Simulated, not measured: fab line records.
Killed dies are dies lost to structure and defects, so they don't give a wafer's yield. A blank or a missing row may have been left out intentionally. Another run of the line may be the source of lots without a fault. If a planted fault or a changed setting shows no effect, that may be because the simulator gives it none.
One fault through the eyes of 2 desks + flow berkeley_cmos170 + each desk holds nothing but its own numbers, with what lay behind them at the end

== AT THE METROLOGY DESK ==
What the gauges read, lot by lot, whatever tool the lot ran on: means of the sampled wafers that have a number. If a lot's mean is further than 4 standard deviations from the usual mean, the lot is out of limits and carries the mark OUT (the distance appears in the brackets).
Columns: A = cd_nm at UCB170_M1_CD_MEAS_90, usual 699.3 nm
| lot  | first seen here | A     |
|------|-----------------|-------|
| L438 | day 7 19:22     | 700.3 |
| L440 | day 9 11:15     | 698.5 |
| L441 | day 9 11:48     | 700.1 |
| L444 | day 9 20:17     | 699.1 |
| L443 | day 9 22:56     | 699.7 |
| L448 | day 10 19:39    | 699.5 |
| L451 | day 10 20:11    | 700.4 |
| L450 | day 10 20:30    | 697.7 |
| L449 | day 10 20:47    | 698.4 |
| L454 | day 11 19:59    | 699.3 |
| L455 | day 12 05:04    | 698.8 |
| L458 | day 12 15:44    | 700.1 |
| L457 | day 12 15:51    | 701.4 |
| L461 | day 14 03:47    | 700.9 |
Result from this desk: across the 14 lots, nothing is out of limits.

== THE TOOL OWNER'S DESK: rie_metal-02 ==
The tool's own readings at UCB170_M2_METAL_ETCH_18 (etches Al in Cl2/BCl3, stops on SiO2, target depth 1170 nm, time 195 s): means of the sampled wafers that have a number, for each lot that ran on this tool. If a lot's mean is further than 4 standard deviations from the usual mean, the lot is out of limits and carries the mark OUT (the distance appears in the brackets).
Columns: A = bias_w at UCB170_M2_METAL_ETCH_18, usual 120.0 W; B = drypump_motor_current_A at UCB170_M2_METAL_ETCH_18, usual 5.44 A; C = mfc_cl2_sccm at UCB170_M2_METAL_ETCH_18, usual 89.98 sccm; D = oes_product_au at UCB170_M2_METAL_ETCH_18, usual 0.855 a.u.; E = throttle_valve_pct at UCB170_M2_METAL_ETCH_18, usual 24.31 %
| lot  | first seen here | A                       | B    | C     | D     | E     |
|------|-----------------|-------------------------|------|-------|-------|-------|
| L444 | day 10 03:22    | 119.8                   | 5.21 | 90.14 | 0.867 | 24.19 |
| L448 | day 11 01:46    | 119.8                   | 5.19 | 90.10 | 0.869 | 24.19 |
| L450 | day 11 03:44    | 119.8                   | 5.42 | 89.96 | 0.857 | 24.05 |
| L455 | day 12 12:29    | 185.9 (+99 or more) OUT | 5.30 | 89.90 | 0.868 | 24.12 |
| L458 | day 13 00:11    | 186.3 (+99 or more) OUT | 5.09 | 89.94 | 0.863 | 24.26 |
This desk's verdict: out of limits on L455, L458, starting with L455 at day 12 12:29 (bias_w at UCB170_M2_METAL_ETCH_18). In limits: L444, L448, L450.

== TAKEN TOGETHER ==
The tool owner's desk had the chance to raise an alarm at day 12 12:29 on L455, L458.
At the metrology desk, nothing out of limits was observed.
The metrology desk holds a record of L455, L458, inside its limits.
Every lot named ran UCB170_M2_METAL_ETCH_18 on rie_metal-02.

== WHAT THE SIMULATOR HAD INSERTED ==
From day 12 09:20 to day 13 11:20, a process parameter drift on rie_metal-02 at UCB170_M2_METAL_ETCH_18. From 120, the setting bias_w moved by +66. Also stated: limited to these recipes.
Struck lots among those shown: L455, L458.
Delay in hours, fault start to first out-of-limits reading, by desk: the tool owner's desk at 3.
